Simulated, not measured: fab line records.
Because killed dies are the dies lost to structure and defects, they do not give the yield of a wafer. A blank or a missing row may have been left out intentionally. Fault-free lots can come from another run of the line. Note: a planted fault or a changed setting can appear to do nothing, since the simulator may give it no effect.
Which tool is to blame? / flow berkeley_cmos170 / 6 lots, 18 wafers sampled, at 2 steps of a route of 331

WHAT THE GAUGES SHOWED, per wafer
UCB170_M3_CD_MEAS_15 targets a cd of 700 nm.
lot=L275; measured=day 9 01:26; on=cd_sem-02; cd_nm (nm)=698.6 699.5 700.4
lot=L274; measured=day 9 05:07; on=cd_sem-02; cd_nm (nm)=698.5 697.9 698.2
lot=L277; measured=day 9 15:24; on=cd_sem-02; cd_nm (nm)=701.1 701.0 699.1
lot=L279; measured=day 10 05:35; on=cd_sem-01; cd_nm (nm)=699.7 699.2 698.1
lot=L280; measured=day 10 21:37; on=cd_sem-01; cd_nm (nm)=698.8 699.9 698.2
lot=L289; measured=day 12 18:35; on=cd_sem-01; cd_nm (nm)=701.6 700.1 699.9

WHICH TOOL RAN EACH LOT (tool, then ch and the chambers of the sampled wafers, then the start)
lot=L275; UCB170_SILICIDE_WET_ETCH_05=wet_bench-04 ch 3, day 8 06:44
lot=L274; UCB170_SILICIDE_WET_ETCH_05=wet_bench-04 ch 2, day 8 07:30
lot=L277; UCB170_SILICIDE_WET_ETCH_05=wet_bench-04 ch 3, day 8 21:07
lot=L279; UCB170_SILICIDE_WET_ETCH_05=wet_bench-01 ch 1, day 9 08:36
lot=L280; UCB170_SILICIDE_WET_ETCH_05=wet_bench-04 ch 1, day 9 22:57
lot=L289; UCB170_SILICIDE_WET_ETCH_05=wet_bench-01 ch 1, day 11 20:32
- UCB170_SILICIDE_WET_ETCH_05: etches Ti in SPM, time 45 s.

THE ANSWER, worked out from the rows above alone
Rule: the usual values come from the lots themselves. The widest of any qualifying gaps counts: lots, ordered by their means at a reading, are off when they make up no more than a third of the lots, leave a main group of 4 or more, and stand apart from it by 3 or more times the standard deviation of that group's means. The tables above print the reading to a certain number of digits; a main group whose means all agree to those digits is not used. Also off: a lot with no number at a reading for which 4 or more lots have one. Any other lot the step has rows for is counted as sound.
No lot is off on any of the readings shown, so nothing can be concluded from this.

WHAT THE SIMULATOR PUT IN
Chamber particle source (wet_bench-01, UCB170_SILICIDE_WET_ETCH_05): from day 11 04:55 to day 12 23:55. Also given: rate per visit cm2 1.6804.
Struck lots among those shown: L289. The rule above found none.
